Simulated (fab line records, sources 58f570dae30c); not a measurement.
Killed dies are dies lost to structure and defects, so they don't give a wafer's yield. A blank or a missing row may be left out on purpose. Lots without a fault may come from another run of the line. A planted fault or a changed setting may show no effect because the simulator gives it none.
A struck lot beside a sound one | flow berkeley_cmos170 | 17 steps out of a route of 331
Sound: wafers L892.3, L892.4, L892.5. Struck: wafers L899.2, L899.5, L899.6. The cause comes at the end.
At each step with rows: each side's tool, then ch and its chambers, then its first start. Under that, the readings that differ: sound wafers | struck wafers | difference of the means | sigmas: that difference in standard deviations of wafers without a fault.
alike: readings whose means differ by less than 2 such deviations, and words and numbers that are the same on both sides. not compared: withheld readings, readings that some wafer has no value for, bounds like >300 that may hide the same value, and numbers for which the record gives no deviation and whose values overlap.
The two part at a step that has a row with sigmas, a row that says differs or no value, or rows on one side only. Numbers that don't overlap but have no deviation are shown without sigmas and don't part them. A reading that every wafer of one side lacks parts them only if that side has two wafers or more.

UCB170_PWELL_THK_MEAS_03:
  sound on film_metro-04, day 4 08:27; struck on film_metro-04, day 5 19:48
  alike: PWELL_OXIDE_THK
then, 2 steps without rows for these wafers: UCB170_PWELL_ANNEAL_04 (time 900 s); UCB170_PWELL_CVD_05 (deposits Si3N4 from SiH2Cl2/NH3, target thk 220 nm, time 3300 s).
UCB170_PWELL_THK_MEAS_06:
  sound on film_metro-02, day 4 16:52; struck on film_metro-01, day 6 03:03
  alike: PWELL_NITRIDE_THK
then, 6 steps without rows for these wafers: UCB170_PWELL_HMDS_07 (prime time 60 s); UCB170_PWELL_COAT_08 (resist thk 900 nm); UCB170_PWELL_SOFTBAKE_09 (time 60 s); UCB170_PWELL_EXPOSE_10 (exposes mask PWELL, target cd 3000 nm); UCB170_PWELL_PEB_11; UCB170_PWELL_DEVELOP_12 (develop time 43.1 s).
UCB170_PWELL_OVL_MEAS_13:
  sound on overlay-01, day 4 20:13; struck on overlay-01, day 6 03:57
  alike: PWELL_OVL
UCB170_PWELL_ETCH_14: etches Si3N4 in CH3F/Ar/O2, stops on SiO2, target depth 242 nm, time 151 s.
  sound on rie_diel-03 ch 0,3, day 4 20:14; struck on rie_diel-03 ch 0,1,3, day 6 03:59
  alike: drypump_motor_current_A, oes_product_au, throttle_valve_pct
  not compared: rf_hours_counter_h
UCB170_PWELL_IMPLANT_15:
  sound on implanter-03 ch 0, day 4 20:23; struck on implanter-03 ch 0, day 6 04:06
  reading                          | sound                     | struck                        | difference | sigmas
  beam_on_s (s)                    | 9.78 10.21 10.02          | 12.10 12.20 11.87             | +2.05      | +10
  end_station_pressure_torr (Torr) | 4.88e-06 5.34e-06 5.1e-06 | 9.738e-05 9.442e-05 8.883e-05 | +8.844e-05 | +99 or more
  faraday_current_uA               | 16.2 15.5 15.8            | 13.2 13.1 13.5                | -2.6       | -8
  alike: beam_energy_keV
UCB170_PWELL_STRIP_16: strips in O2.
  sound on plasma_asher-01 ch 0,1, day 4 20:31; struck on plasma_asher-03 ch 0,1, day 6 04:14
  alike: drypump_motor_current_A, oes_product_au, strip_time_to_endpoint_s
  not compared: rf_hours_counter_h
UCB170_PWELL_TW_MEAS_17:
  sound on film_metro-04, day 4 20:37; struck on film_metro-01, day 6 04:20
  reading  | sound             | struck            | difference | sigmas
  PWELL_TW | 382.9 381.5 381.4 | 400.5 400.7 401.2 | +18.9      | +10
then, 1 step without rows for these wafers: UCB170_PWELL_CLEAN_18 (cleans in SPM, time 600 s).
-- the record jumps here: 5 days lie between the struck wafers' starts before and after (it left off in module PWELL and takes up again in module M3, whose first step shown is number 331 of the route) --
UCB170_M3_PROBE_99:
  sound on prober-02, day 10 08:31; struck on prober-01, day 11 12:20
  reading                                 | sound                | struck               | difference | sigmas
  model.etest.nwell.width_nm (nm)         | 2368 2369 2365       | 2290 2284 2278       | -83        |
  model.etest.nwell.line_ohm_um           | 361.5 361.4 367.3    | 379.9 378.3 378.3    | +15.4      |
  model.etest.diode_nplus_pwell.cj_ff_um2 | 0.421 0.4229 0.425   | 0.4497 0.4516 0.4524 | +0.0283    |
  model.etest.diode_nplus_comb.cj_ff_um2  | 0.8045 0.7992 0.8034 | 0.8179 0.8173 0.8184 | +0.0155    |
  not compared: model.etest.iso_nplus_nwell.lateral_log10_a_um, model.etest.nmos_0p35.body_rise_v

WHERE THEY PART
First at UCB170_PWELL_IMPLANT_15; last, within this record, at UCB170_PWELL_TW_MEAS_17.

WHY: what the simulator had put in
Process parameter drift: implanter-03, from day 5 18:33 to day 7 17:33, at UCB170_PWELL_IMPLANT_15. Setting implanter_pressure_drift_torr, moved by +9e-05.
Process parameter drift: implanter-03, from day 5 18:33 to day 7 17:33, at UCB170_PWELL_IMPLANT_15. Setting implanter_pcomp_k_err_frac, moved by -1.
